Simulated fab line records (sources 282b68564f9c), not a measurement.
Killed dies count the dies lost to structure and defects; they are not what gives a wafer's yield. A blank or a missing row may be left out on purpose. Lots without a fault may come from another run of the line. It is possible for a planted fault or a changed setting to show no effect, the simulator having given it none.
2 desks looking at one fault -- flow rit cmos -- numbers are kept per desk, each desk with only its own; the story behind them comes last

## FROM THE METROLOGY DESK
What the gauges read for every lot (on any tool): the sampled wafers with a number, averaged. Any lot whose mean is over 4 standard deviations away from the usual mean is out of limits and marked OUT; that distance is given in the brackets.
Columns: A = CONTACT_TEOS_THK at RIT_CONTACT_THK_MEAS_01, usual 402 nm; B = CONTACT_OVL at RIT_CONTACT_OVL_MEAS_09, usual -0.8 nm; C = cd nm at RIT_M1_CD_MEAS_09, usual 2600.6 nm
lot,first seen here,A,B,C
L541,day 3 06:10,406,-2.7,2601.5
L542,day 3 09:11,401,0.9,2603.5
L543,day 3 14:10,399,-1.2,2599.0
L544,day 3 18:28,404,-0.6,2599.3
L545,day 4 03:49,398,-1.9,2599.6
L546,day 4 05:29,401,0.3,2602.6
L550,day 5 04:55,403,-2.6,2599.9
L552,day 5 14:00,403,-0.4,2603.5
L554,day 5 23:17,401,2.4,2598.7
L555,day 6 01:44,398,-2.1,2602.1
L559,day 7 02:53,404,0.8,2603.2
L561,day 7 16:26,405,-0.9,2602.4
L562,day 7 17:55,398,-2.3,2599.5
L564,day 8 14:15,414,-3.5,2606.7
Finding of this desk: none of the 14 lots has anything out of limits.

## AT THE TOOL OWNER'S DESK: rie metal-04
The tool's own readings at RIT_M1_METAL_ETCH_12 (etches Al in Cl2/BCl3, stops on SiO2, time 165 s, target depth 600 nm): means of the sampled wafers that have a number, for each lot that ran on this tool. Any lot whose mean is over 4 standard deviations away from the usual mean is out of limits and marked OUT; that distance is given in the brackets.
Columns: A = drypump motor current A at RIT_M1_METAL_ETCH_12, usual 5.7 A; B = oes product au at RIT_M1_METAL_ETCH_12, usual 0.769 a.u.; C = throttle valve pct at RIT_M1_METAL_ETCH_12, usual 8.24 %
lot,first seen here,A,B,C
L543,day 3 18:25,5.6,0.769,8.30
L546,day 4 09:32,5.6,0.784,8.29
L552,day 5 18:05,5.6,0.786,8.29
L555,day 6 06:16,5.6,0.783,8.29
Finding of this desk: none of the 4 lots has anything out of limits.

## BROUGHT TOGETHER
From the metrology desk's view, nothing was out of limits.
The desk of the tool owner found nothing out of limits.

## WHAT THE SIMULATOR PUT IN
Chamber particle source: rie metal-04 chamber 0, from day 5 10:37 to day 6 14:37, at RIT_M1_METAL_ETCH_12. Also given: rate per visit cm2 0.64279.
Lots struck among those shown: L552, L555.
